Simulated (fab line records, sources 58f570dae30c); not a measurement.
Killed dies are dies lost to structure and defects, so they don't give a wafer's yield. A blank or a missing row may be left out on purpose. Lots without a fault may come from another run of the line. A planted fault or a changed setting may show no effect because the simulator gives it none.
Chamber matching | flow berkeley_cmos170 | UCB170_GATE_ETCH_15 on rie_si-02: 4 sister chambers
The step etches poly-Si in HBr/Cl2, stops on SiO2, time 56.3 s, target depth 278.2 nm. 7 wafers are shown with their chamber, then 7 later ones without.

WAFERS WITH THEIR CHAMBER
wafer  | chamber | throttle_valve_pct (%) | HBr_flow_sccm (sccm)
L478.2 | 2       | 26.06                  | 150.5
L482.1 | 0       | 26.48                  | 149.4
L484.2 | 1       | 26.46                  | 149.8
L484.5 | 1       | 26.47                  | 149.3
L484.6 | 0       | 26.47                  | 149.9
L490.2 | 3       | 26.37                  | 150.7
L490.4 | 3       | 26.37                  | 149.5

WAFERS WITHOUT THEIR CHAMBER
wafer  | throttle_valve_pct (%) | HBr_flow_sccm (sccm)
L490.6 | 26.03                  | 150.9
L500.1 | 26.38                  | 149.9
L500.2 | 26.05                  | 150.0
L500.4 | 26.48                  | 150.3
L496.1 | 26.49                  | 150.4
L496.5 | 26.39                  | 150.5
L496.6 | 26.49                  | 150.4

WHICH CHAMBER EACH WENT THROUGH
wafer  | from the rows above     | in truth
L490.6 | 2                       | 2
L500.1 | 3                       | 3
L500.2 | 2                       | 2
L500.4 | can't be placed: 0 or 1 | 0
L496.1 | can't be placed: 0 or 1 | 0
L496.5 | 3                       | 3
L496.6 | can't be placed: 0 or 1 | 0
Placed correctly: 4 of 7. Can't be placed from these rows: 3 (the true chamber is among the candidates in 3). Placed wrongly: 0.
How it was worked out, from the rows above alone: a wafer's distance from a chamber is the root of the sum, over the readings, of the square of ((its reading less the chamber's mean) divided by the reading's scatter). The wafer belongs to the nearest chamber; if the next one is less than 2 further off, it can't be placed. A chamber's mean is the mean of its shown wafers. The scatter: the root of (the sum of the squares of (reading less its chamber's mean) over the shown wafers, divided by (wafers less chambers)).
